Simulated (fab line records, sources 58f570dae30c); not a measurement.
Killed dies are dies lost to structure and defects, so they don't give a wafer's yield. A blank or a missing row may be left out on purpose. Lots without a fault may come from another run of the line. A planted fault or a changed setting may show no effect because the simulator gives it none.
Which tool did it? | flow berkeley_cmos170 | 7 lots, 21 wafers sampled, at 3 steps of a route of 331

WHAT THE GAUGES READ, wafer by wafer
UCB170_M1_CD_MEAS_90: target cd 700 nm.
lot  | measured     | on        | cd_nm (nm)
L200 | day 7 21:22  | cd_sem-01 | 699.7 699.0 701.8
L203 | day 8 07:55  | cd_sem-02 | 697.1 696.4 695.8
L208 | day 9 12:06  | cd_sem-02 | 696.9 703.6 701.1
L207 | day 9 14:08  | cd_sem-02 | 699.3 703.9 700.8
L212 | day 10 22:40 | cd_sem-01 | 698.3 699.8 699.4
L223 | day 13 08:56 | cd_sem-02 | 700.1 699.3 696.1
L221 | day 13 06:48 | cd_sem-02 | 697.5 698.7 700.0

WHICH TOOL RAN EACH LOT (tool, then ch and the chambers of the sampled wafers, then the start)
lot  | UCB170_PSD_STRIP_09                  | UCB170_CONTACT_STRIP_06
L200 | plasma_asher-04 ch 0,1, day 7 09:24  | plasma_asher-02 ch 0,1, day 7 16:10
L203 | plasma_asher-01 ch 0, day 7 15:22    | plasma_asher-03 ch 1, day 8 03:35
L208 | plasma_asher-01 ch 0,1, day 8 22:59  | plasma_asher-02 ch 0, day 9 08:18
L207 | plasma_asher-01 ch 0,1, day 8 23:28  | plasma_asher-03 ch 0,1, day 9 10:05
L212 | plasma_asher-03 ch 0,1, day 10 10:29 | plasma_asher-03 ch 0,1, day 10 17:28
L223 | plasma_asher-03 ch 0,1, day 12 17:28 | plasma_asher-03 ch 0,1, day 13 04:13
L221 | plasma_asher-04 ch 0,1, day 12 17:44 | plasma_asher-02 ch 0,1, day 13 02:58
- UCB170_PSD_STRIP_09: strips in O2.
- UCB170_CONTACT_STRIP_06: strips in O2.

THE ANSWER, worked out from the rows above alone
Rule: what is usual is taken from the lots themselves. Put in order of their means at a reading, lots are off if they are a third of the lots or fewer, leave a main group of 4 or more, and stand apart from it by a gap of 3 or more times the standard deviation of the main group's means; of several such gaps the widest counts. A main group whose means are all the same, to the digits that the tables above print for the reading, isn't used. A lot without any number at a reading at which 4 lots or more have one is off too. The other lots that the step has rows for count as sound.
No lot is off at any reading shown: from this, nothing can be told.

WHAT THE SIMULATOR HAD PUT IN
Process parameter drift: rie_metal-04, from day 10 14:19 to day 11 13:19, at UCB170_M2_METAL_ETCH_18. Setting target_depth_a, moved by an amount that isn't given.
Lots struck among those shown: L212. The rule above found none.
